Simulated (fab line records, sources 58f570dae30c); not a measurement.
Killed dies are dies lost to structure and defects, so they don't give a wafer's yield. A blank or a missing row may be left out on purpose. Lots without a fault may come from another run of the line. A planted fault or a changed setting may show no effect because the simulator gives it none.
Which tool did it? | flow berkeley_cmos170 | 14 lots, 42 wafers sampled, at 4 steps of a route of 331

WHAT THE GAUGES READ, wafer by wafer
UCB170_PWELL_THK_MEAS_06. Usual: PWELL_NITRIDE_THK 209.7 nm, standard deviation 2.5.
lot  | measured    | on            | PWELL_NITRIDE_THK (nm) | flag
L209 | day 3 09:47 | film_metro-02 | 208.7 207.8 208.5      |
L210 | day 4 05:10 | film_metro-02 | 206.4 207.3 207.3      |
L211 | day 4 21:52 | film_metro-02 | 203.7 204.7 204.4      |
L213 | day 5 07:56 | film_metro-02 | 207.0 206.7 206.3      |
L214 | day 5 07:56 | film_metro-01 | 210.0 210.0 209.5      |
L216 | day 5 07:57 | film_metro-04 | 208.8 210.0 209.3      |
L217 | day 6 04:50 | film_metro-04 | 213.3 213.3 212.5      |
L221 | day 6 08:25 | film_metro-01 | 212.3 212.5 212.1      |
L222 | day 6 08:25 | film_metro-02 | 209.5 207.9 207.1      |
L219 | day 6 08:28 | film_metro-02 | 205.8 206.2 205.2      |
L225 | day 6 19:47 | film_metro-01 | 212.0 212.6 210.3      |
L228 | day 7 07:58 | film_metro-04 | 210.9 212.0 210.7      |
L229 | day 7 20:14 | film_metro-04 | 213.5 213.9 213.0      |
L231 | day 8 03:12 | film_metro-04 | 207.1 209.3 207.9      |

UCB170_FIELD_THK_MEAS_91. Usual: FIELD_OXIDE_LEFT_2_THK 353 nm, standard deviation 10.
lot  | measured     | on            | FIELD_OXIDE_LEFT_2_THK (nm) | flag
L209 | day 7 00:07  | film_metro-01 | 357 358 352                 |
L210 | day 7 14:10  | film_metro-04 | 341 330 340                 |
L211 | day 8 00:15  | film_metro-02 | 356 349 359                 |
L213 | day 8 11:38  | film_metro-01 | 362 356 361                 |
L214 | day 8 11:58  | film_metro-02 | 348 351 344                 |
L216 | day 8 11:47  | film_metro-02 | 365 358 362                 |
L217 | day 9 11:47  | film_metro-04 | 346 361 354                 |
L221 | day 9 12:34  | film_metro-01 | 346 346 348                 |
L222 | day 9 13:13  | film_metro-02 | 361 355 361                 |
L219 | day 9 12:04  | film_metro-02 | 354 358 363                 |
L225 | day 10 06:38 | film_metro-01 | 358 363 357                 |
L228 | day 10 07:26 | film_metro-01 | 341 339 343                 |
L229 | day 11 01:46 | film_metro-01 | 363 361 357                 |
L231 | day 11 01:23 | film_metro-01 | 365 366 367                 |

UCB170_GATE_OVL_MEAS_13. Usual: GATE_OVL -4 nm, standard deviation 5.9.
lot  | measured     | on         | GATE_OVL (nm) | flag
L209 | day 7 11:22  | overlay-01 | -2 1 -1       |
L210 | day 8 07:00  | overlay-01 | 0 -5 -7       |
L211 | day 8 14:53  | overlay-01 | 8 4 -3        |
L213 | day 9 05:12  | overlay-01 | 2 -1 -3       |
L214 | day 9 05:39  | overlay-02 | -2 -13 -4     |
L216 | day 9 05:27  | overlay-01 | 3 2 1         |
L217 | day 10 01:37 | overlay-01 | -14 -13 -16   |
L221 | day 10 01:22 | overlay-02 | -5 -13 -16    |
L222 | day 10 02:41 | overlay-01 | -10 -15 -10   |
L219 | day 10 02:26 | overlay-01 | -6 3 0        |
L225 | day 10 16:37 | overlay-01 | -6 -3 -5      |
L228 | day 10 16:53 | overlay-01 | -12 -11 -12   |
L229 | day 11 20:10 | overlay-01 | -10 3 -6      |
L231 | day 11 19:56 | overlay-02 | -3 -5 1       |

WHICH TOOL RAN EACH LOT (tool, then ch and the chambers of the sampled wafers, then the start)
lot  | UCB170_PWELL_IMPLANT_15
L209 | implanter-01 ch 0, day 3 11:34
L210 | implanter-03 ch 0, day 4 06:20
L211 | implanter-03 ch 0, day 4 23:16
L213 | implanter-03 ch 0, day 5 09:27
L214 | implanter-04 ch 0, day 5 09:36
L216 | implanter-01 ch 0, day 5 09:45
L217 | implanter-01 ch 0, day 6 06:16
L221 | implanter-01 ch 0, day 6 10:50
L222 | implanter-03 ch 0, day 6 10:39
L219 | implanter-03 ch 0, day 6 10:56
L225 | implanter-03 ch 0, day 6 21:54
L228 | implanter-01 ch 0, day 7 09:02
L229 | implanter-01 ch 0, day 7 22:43
L231 | implanter-01 ch 0, day 8 04:35
- UCB170_PWELL_IMPLANT_15

WHAT THE TOOLS THEMSELVES READ (means of the sampled wafers that have a number; where no wafer has one, the mark that the record gives instead)
UCB170_PWELL_IMPLANT_15. Usual: beam_energy_keV 59.998, standard deviation 0.019.
lot  | tool         | beam_energy_keV | flag
L209 | implanter-01 | 59.992          |
L210 | implanter-03 | 60.016          |
L211 | implanter-03 | 60.010          |
L213 | implanter-03 | 59.985          |
L214 | implanter-04 | 59.973          |
L216 | implanter-01 | 59.987          |
L217 | implanter-01 | 60.001          |
L221 | implanter-01 | 60.001          |
L222 | implanter-03 | 60.007          |
L219 | implanter-03 | 60.000          |
L225 | implanter-03 | 60.010          |
L228 | implanter-01 | 60.008          |
L229 | implanter-01 | 56.748          | OFF
L231 | implanter-01 | 56.757          | OFF

THE ANSWER, worked out from the rows above alone
Rule: a lot is off if the mean of its wafers that have a number lies more than 3 standard deviations from the usual mean. A lot without any number at a reading at which 4 lots or more have one is off too. The other lots that the step has rows for count as sound. The gauges are gone through in route order, then the tools' own readings, and for those a lot's mean is taken as printed above. The first step at which some lot is off is used, and at that step the reading that is off furthest; a lot without a number counts as furthest.
Off: L229, L231, at UCB170_PWELL_IMPLANT_15 (beam_energy_keV).
A tool fits if, at that step or a process step before it, it ran every lot that is off, and no sound lot after the first of them. One fits: implanter-01 at UCB170_PWELL_IMPLANT_15. Its last sound lot is L228 (day 7 09:02), its first lot that is off L229 (day 7 22:43): a fault that began between those two fits.
The tool's own readings at UCB170_PWELL_IMPLANT_15 bear it out: on the lots that are off they differ by more than 5 times the standard deviation of the sound lots' means. beam_energy_keV reads 56.752 there against 59.999 on the sound lots.

WHAT THE SIMULATOR HAD PUT IN
Process parameter drift: implanter-01, from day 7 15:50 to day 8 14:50, at UCB170_PWELL_IMPLANT_15. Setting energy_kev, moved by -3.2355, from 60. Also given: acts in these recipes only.
Lots struck among those shown: L229, L231. The rule above found the same.
